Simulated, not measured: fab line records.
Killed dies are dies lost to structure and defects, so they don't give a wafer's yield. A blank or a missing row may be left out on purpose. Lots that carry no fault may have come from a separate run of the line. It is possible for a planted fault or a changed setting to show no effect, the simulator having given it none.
A sampling plan put to the test | flow rit-cmos | 34 faults told of in these records, all on one fab line, each judged by the records of the lots it struck
Plan = the line's own looks (route steps where a gauge or an inspection reads the wafer without altering it). A look can be judged if struck wafers have a number there and the file gives its usual mean and standard deviation on fault-free wafers. Caught: a look later than the fault's first step finds the struck wafers' mean 4 or more of those standard deviations (sigma) from the usual mean. On the tool: here the same test is run on the tool's own readings at the fault's steps. A different recipe on the struck wafers counts as caught too, as does a record blank only for those wafers.

THE FAULTS, as the simulator had put them in
1. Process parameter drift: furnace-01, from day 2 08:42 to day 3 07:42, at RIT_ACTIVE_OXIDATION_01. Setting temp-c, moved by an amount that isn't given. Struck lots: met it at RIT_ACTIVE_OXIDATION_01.
2. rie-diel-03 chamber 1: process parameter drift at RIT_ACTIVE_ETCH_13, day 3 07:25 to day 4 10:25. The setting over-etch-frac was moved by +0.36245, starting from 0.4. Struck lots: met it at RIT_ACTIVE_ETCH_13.
3. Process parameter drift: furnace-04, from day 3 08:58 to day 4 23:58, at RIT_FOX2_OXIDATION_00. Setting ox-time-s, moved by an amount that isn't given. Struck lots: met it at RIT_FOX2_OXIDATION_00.
4. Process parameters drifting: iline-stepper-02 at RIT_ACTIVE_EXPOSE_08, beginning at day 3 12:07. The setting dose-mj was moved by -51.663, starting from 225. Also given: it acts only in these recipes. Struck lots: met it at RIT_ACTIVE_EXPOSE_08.
5. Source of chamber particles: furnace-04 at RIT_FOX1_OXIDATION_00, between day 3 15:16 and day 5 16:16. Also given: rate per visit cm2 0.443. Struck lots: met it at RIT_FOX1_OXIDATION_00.
6. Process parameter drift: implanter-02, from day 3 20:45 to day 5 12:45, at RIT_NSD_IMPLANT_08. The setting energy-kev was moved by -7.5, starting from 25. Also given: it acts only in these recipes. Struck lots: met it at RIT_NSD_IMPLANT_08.
7. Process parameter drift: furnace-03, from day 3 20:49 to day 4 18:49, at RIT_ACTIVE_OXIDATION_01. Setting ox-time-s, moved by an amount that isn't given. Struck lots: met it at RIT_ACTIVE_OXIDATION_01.
8. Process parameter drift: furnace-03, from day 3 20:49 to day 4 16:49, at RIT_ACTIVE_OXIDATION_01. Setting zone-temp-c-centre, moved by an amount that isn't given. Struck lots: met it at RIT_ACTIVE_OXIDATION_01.
9. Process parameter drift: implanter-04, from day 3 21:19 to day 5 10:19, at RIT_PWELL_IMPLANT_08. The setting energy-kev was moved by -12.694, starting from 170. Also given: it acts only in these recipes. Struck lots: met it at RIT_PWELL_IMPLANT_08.
10. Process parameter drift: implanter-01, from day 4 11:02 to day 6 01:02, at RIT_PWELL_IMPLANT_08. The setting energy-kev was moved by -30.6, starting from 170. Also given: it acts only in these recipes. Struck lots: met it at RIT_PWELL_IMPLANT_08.
11. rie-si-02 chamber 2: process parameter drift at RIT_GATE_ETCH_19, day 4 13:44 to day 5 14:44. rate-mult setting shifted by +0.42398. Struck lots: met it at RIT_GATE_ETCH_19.
12. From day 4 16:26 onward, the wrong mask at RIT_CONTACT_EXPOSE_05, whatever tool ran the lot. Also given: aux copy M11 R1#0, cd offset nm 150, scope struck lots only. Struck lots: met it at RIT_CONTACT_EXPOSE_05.
13. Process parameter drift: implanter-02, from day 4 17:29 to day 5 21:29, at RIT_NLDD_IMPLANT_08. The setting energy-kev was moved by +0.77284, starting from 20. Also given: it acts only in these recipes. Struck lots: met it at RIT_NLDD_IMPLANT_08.
14. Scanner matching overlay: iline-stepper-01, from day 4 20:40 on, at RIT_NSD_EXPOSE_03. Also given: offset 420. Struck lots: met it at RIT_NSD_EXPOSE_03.
15. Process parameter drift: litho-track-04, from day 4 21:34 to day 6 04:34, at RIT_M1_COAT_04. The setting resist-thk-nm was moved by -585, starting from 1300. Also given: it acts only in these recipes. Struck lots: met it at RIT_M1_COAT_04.
16. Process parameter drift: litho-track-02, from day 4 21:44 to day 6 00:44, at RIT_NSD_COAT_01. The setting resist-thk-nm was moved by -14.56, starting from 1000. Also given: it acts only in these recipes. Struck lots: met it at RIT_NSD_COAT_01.
17. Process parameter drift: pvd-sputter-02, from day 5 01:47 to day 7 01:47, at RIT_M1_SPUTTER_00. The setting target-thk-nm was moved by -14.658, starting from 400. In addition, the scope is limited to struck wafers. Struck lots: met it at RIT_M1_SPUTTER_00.
18. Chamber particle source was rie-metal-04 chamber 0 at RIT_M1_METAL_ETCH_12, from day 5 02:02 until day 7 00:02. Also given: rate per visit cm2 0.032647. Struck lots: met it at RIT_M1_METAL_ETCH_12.
19. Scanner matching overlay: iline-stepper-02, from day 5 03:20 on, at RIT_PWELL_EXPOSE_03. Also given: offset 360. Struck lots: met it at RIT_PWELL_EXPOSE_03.
20. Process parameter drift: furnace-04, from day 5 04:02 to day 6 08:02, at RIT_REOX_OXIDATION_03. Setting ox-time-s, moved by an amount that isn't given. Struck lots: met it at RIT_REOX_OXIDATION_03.
21. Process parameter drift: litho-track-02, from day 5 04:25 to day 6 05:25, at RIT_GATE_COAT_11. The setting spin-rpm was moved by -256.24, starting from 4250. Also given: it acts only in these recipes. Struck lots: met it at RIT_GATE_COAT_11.
22. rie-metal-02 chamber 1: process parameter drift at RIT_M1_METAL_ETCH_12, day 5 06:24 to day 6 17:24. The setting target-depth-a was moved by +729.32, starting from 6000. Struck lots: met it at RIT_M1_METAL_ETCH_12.
23. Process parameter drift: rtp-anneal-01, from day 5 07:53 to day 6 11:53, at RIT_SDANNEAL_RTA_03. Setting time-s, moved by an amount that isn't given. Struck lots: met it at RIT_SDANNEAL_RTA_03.
24. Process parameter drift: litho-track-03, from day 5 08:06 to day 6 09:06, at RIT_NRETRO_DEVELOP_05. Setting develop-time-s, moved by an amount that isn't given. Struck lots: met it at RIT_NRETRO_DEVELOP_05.
25. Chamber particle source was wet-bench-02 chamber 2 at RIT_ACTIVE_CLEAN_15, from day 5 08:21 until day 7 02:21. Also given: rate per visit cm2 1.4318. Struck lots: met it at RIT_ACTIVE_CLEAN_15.
26. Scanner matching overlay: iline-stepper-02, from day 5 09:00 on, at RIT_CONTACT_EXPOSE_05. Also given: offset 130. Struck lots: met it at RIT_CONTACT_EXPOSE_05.
27. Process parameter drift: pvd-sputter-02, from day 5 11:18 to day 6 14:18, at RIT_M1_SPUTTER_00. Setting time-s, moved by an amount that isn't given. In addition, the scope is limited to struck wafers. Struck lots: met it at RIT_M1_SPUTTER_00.
28. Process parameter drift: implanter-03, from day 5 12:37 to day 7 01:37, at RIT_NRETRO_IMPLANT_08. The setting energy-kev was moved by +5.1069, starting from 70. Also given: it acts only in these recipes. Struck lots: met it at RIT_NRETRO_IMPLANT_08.
29. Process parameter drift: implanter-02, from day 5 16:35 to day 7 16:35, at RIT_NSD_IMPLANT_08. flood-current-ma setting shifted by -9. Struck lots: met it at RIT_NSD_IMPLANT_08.
30. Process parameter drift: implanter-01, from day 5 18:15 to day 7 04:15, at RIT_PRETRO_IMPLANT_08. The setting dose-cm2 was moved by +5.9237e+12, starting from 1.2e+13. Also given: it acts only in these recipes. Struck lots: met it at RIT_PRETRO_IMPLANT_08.
31. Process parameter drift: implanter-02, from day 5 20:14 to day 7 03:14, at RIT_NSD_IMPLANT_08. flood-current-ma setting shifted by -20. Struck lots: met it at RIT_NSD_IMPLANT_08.
32. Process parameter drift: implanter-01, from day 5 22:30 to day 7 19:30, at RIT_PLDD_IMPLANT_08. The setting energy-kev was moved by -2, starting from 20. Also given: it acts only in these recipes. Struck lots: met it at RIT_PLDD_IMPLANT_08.
33. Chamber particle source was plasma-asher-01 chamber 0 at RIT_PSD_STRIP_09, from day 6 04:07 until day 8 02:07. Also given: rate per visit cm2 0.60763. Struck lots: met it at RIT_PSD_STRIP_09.
34. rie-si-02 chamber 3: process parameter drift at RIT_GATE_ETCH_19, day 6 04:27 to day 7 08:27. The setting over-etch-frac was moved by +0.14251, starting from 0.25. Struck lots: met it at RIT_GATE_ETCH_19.

WHAT THE PLAN SAW
fault | on the tool itself                       | first look that catches it                      | reading, sigma                                        | median hours from its first step to that look | hours from the fault's start to the first struck lot there | judged looks passed uncaught
1     | tube-center-temp-C +99 or beyond sigma   | RIT_ACTIVE_THK_MEAS_02                          | ACTIVE_OXIDE_THK +10                                  | 1.9                                           | 16                                                         | 0
2     | oes-product-au -4.2 sigma                | none of the 4 looks that can be judged after it | -                                                     | -                                             | -                                                          | 4
3     | no reading that can be judged            | RIT_FOX2_THK_MEAS_01                            | FOX2_OXIDE_THK +15                                    | 1.3                                           | 5                                                          | 0
4     | exposure-dose-mJ-cm2 -99 or beyond sigma | RIT_ACTIVE_CD_MEAS_11                           | cd-nm +33                                             | 0.4                                           | 3                                                          | 0
5     | no reading that can be judged            | not the one look that can be judged after it    | -                                                     | -                                             | -                                                          | 1
6     | beam-energy-keV -99 or beyond sigma      | RIT_NSD_TW_MEAS_10                              | NSD_TW -10                                            | 0.3                                           | 3                                                          | 0
7     | no reading that can be judged            | RIT_ACTIVE_THK_MEAS_02                          | ACTIVE_OXIDE_THK -23                                  | 1.9                                           | 0                                                          | 0
8     | spike-tc-centre-C -19 sigma              | RIT_ACTIVE_THK_MEAS_02                          | ACTIVE_OXIDE_THK -6.8                                 | 1.9                                           | 0                                                          | 0
9     | beam-energy-keV -99 or beyond sigma      | not the one look that can be judged after it    | strongest: PWELL_RS at RIT_WELLDRIVE_RS_MEAS_02, +3.7 | -                                             | -                                                          | 1
10    | beam-energy-keV -99 or beyond sigma      | RIT_WELLDRIVE_RS_MEAS_02                        | PWELL_RS +7.0                                         | 6.3                                           | 14                                                         | 1
11    | under 2 sigma                            | no look after it can be judged                  | -                                                     | -                                             | -                                                          | 0
12    | under 2 sigma                            | RIT_CONTACT_CD_MEAS_08                          | cd-nm +70                                             | 0.5                                           | 2                                                          | 0
13    | beam-energy-keV +99 or beyond sigma      | no look after it can be judged                  | -                                                     | -                                             | -                                                          | 0
14    | no reading that can be judged            | RIT_NSD_OVL_MEAS_06                             | NSD_OVL +99 or beyond                                 | 0.4                                           | 11                                                         | 0
15    | no reading that can be judged            | RIT_M1_CD_MEAS_09                               | cd-nm -22                                             | 0.7                                           | 5                                                          | 0
16    | no reading that can be judged            | not the one look that can be judged after it    | -                                                     | -                                             | -                                                          | 1
17    | under 2 sigma                            | RIT_M1_RS_MEAS_01                               | M1_AL_RS +4.3                                         | 0.3                                           | 6                                                          | 0
18    | under 2 sigma                            | no look after it can be judged                  | -                                                     | -                                             | -                                                          | 0
19    | no reading that can be judged            | RIT_PWELL_OVL_MEAS_06                           | PWELL_OVL +99 or beyond                               | 0.4                                           | 10                                                         | 0
20    | under 2 sigma                            | RIT_REOX_THK_MEAS_04                            | REOX_OXIDE_THK +15                                    | 2.5                                           | 7                                                          | 0
21    | spin-speed-rpm -99 or beyond sigma       | none of the 2 looks that can be judged after it | -                                                     | -                                             | -                                                          | 2
22    | oes-product-au -4.3 sigma                | no look after it can be judged                  | -                                                     | -                                             | -                                                          | 0
23    | under 2 sigma                            | RIT_SDANNEAL_RS_MEAS_04                         | PSD_RS -99 or beyond                                  | 0.1                                           | 4                                                          | 0
24    | no reading that can be judged            | RIT_NRETRO_TW_MEAS_10                           | NRETRO_TW -84                                         | 1.4                                           | 3                                                          | 0
25    | under 2 sigma                            | no look after it can be judged                  | -                                                     | -                                             | -                                                          | 0
26    | no reading that can be judged            | RIT_CONTACT_OVL_MEAS_09                         | CONTACT_OVL +80                                       | 0.6                                           | 3                                                          | 0
27    | under 2 sigma                            | RIT_M1_THK_MEAS_02                              | M1_AL_THK +4.1                                        | 0.4                                           | 4                                                          | 1
28    | beam-energy-keV +99 or beyond sigma      | no look after it can be judged                  | -                                                     | -                                             | -                                                          | 0
29    | no reading that can be judged            | none of the 9 looks that can be judged after it | -                                                     | -                                             | -                                                          | 9
30    | dose-ions-cm2 +99 or beyond sigma        | RIT_PRETRO_TW_MEAS_10                           | PRETRO_TW +14                                         | 0.3                                           | 15                                                         | 0
31    | under 2 sigma                            | none of the 9 looks that can be judged after it | -                                                     | -                                             | -                                                          | 9
32    | beam-energy-keV -99 or beyond sigma      | RIT_SDANNEAL_RS_MEAS_06                         | PLDD_RS +16                                           | 6.7                                           | 10                                                         | 1
33    | under 2 sigma                            | no look after it can be judged                  | -                                                     | -                                             | -                                                          | 0
34    | only faintly: oes-product-au -3.0 sigma  | no look after it can be judged                  | -                                                     | -                                             | -                                                          | 0
A dash: the fault isn't caught, or these records don't give the number.

Caught at a look: 19 of 34. Caught on the tool: 13 of 34. By one or the other: 25 of 34.
Faults 2, 9, 13, 21, 22, 28 were caught on the tool alone.
Caught at a look alone: faults 3, 7, 12, 14, 15, 17, 19, 20, 23, 24, 26, 27.
Caught by neither: faults 5, 11, 16, 18, 25, 29, 31, 33, 34.

THINNER SAMPLING
Were the look that catches a fault to measure just every second or every third lot (counted by lot number), the first struck lot would, at worst, be measured this late:
fault | struck lots at that look, in order of time | every lot | every second lot | every third lot
1     | L809, L810                                 | 16 h      | 22 h             | may miss all 2
3     | L488, L495                                 | 5 h       | 39 h             | may miss all 2
4     | L943, L946, L950                           | 3 h       | 16 h             | may miss all 3
6     | L638, L640                                 | 3 h       | may miss all 2   | may miss all 2
7     | L650, L651                                 | 0 h       | 3 h              | may miss all 2
8     | L804, L805                                 | 0 h       | 3 h              | may miss all 2
10    | L747, L749                                 | 14 h      | may miss all 2   | may miss all 2
12    | L285                                       | 2 h       | may miss it      | may miss it
14    | L512, L514, L516                           | 11 h      | may miss all 3   | 26 h
15    | L555, L557                                 | 5 h       | may miss all 2   | may miss all 2
17    | L770, L772, L774                           | 6 h       | may miss all 3   | 22 h
19    | L729, L731                                 | 10 h      | may miss all 2   | may miss all 2
20    | L102, L105                                 | 7 h       | 24 h             | may miss all 2
23    | L869, L871                                 | 4 h       | may miss all 2   | may miss all 2
24    | L646, L647, L649                           | 3 h       | 11 h             | may miss all 3
26    | L505, L513                                 | 3 h       | may miss all 2   | may miss all 2
27    | L330                                       | 4 h       | may miss it      | may miss it
30    | L388, L390                                 | 15 h      | may miss all 2   | may miss all 2
32    | L215, L216, L217                           | 10 h      | 15 h             | 23 h
Hours count from the start of the fault until the first struck lot that is measured. The limit of 4 sigma was tested on all struck wafers together, so one lot alone may lie under it. Other struck lots may not be in these records.

THE LONGEST TIMED WAY FROM STEP TO LOOK
For fault 32, RIT_PLDD_IMPLANT_08 and RIT_SDANNEAL_RS_MEAS_06 are separated by a median of 6.7 hours. The look between them that can be judged stayed within 4 sigma: RIT_PLDD_TW_MEAS_10.
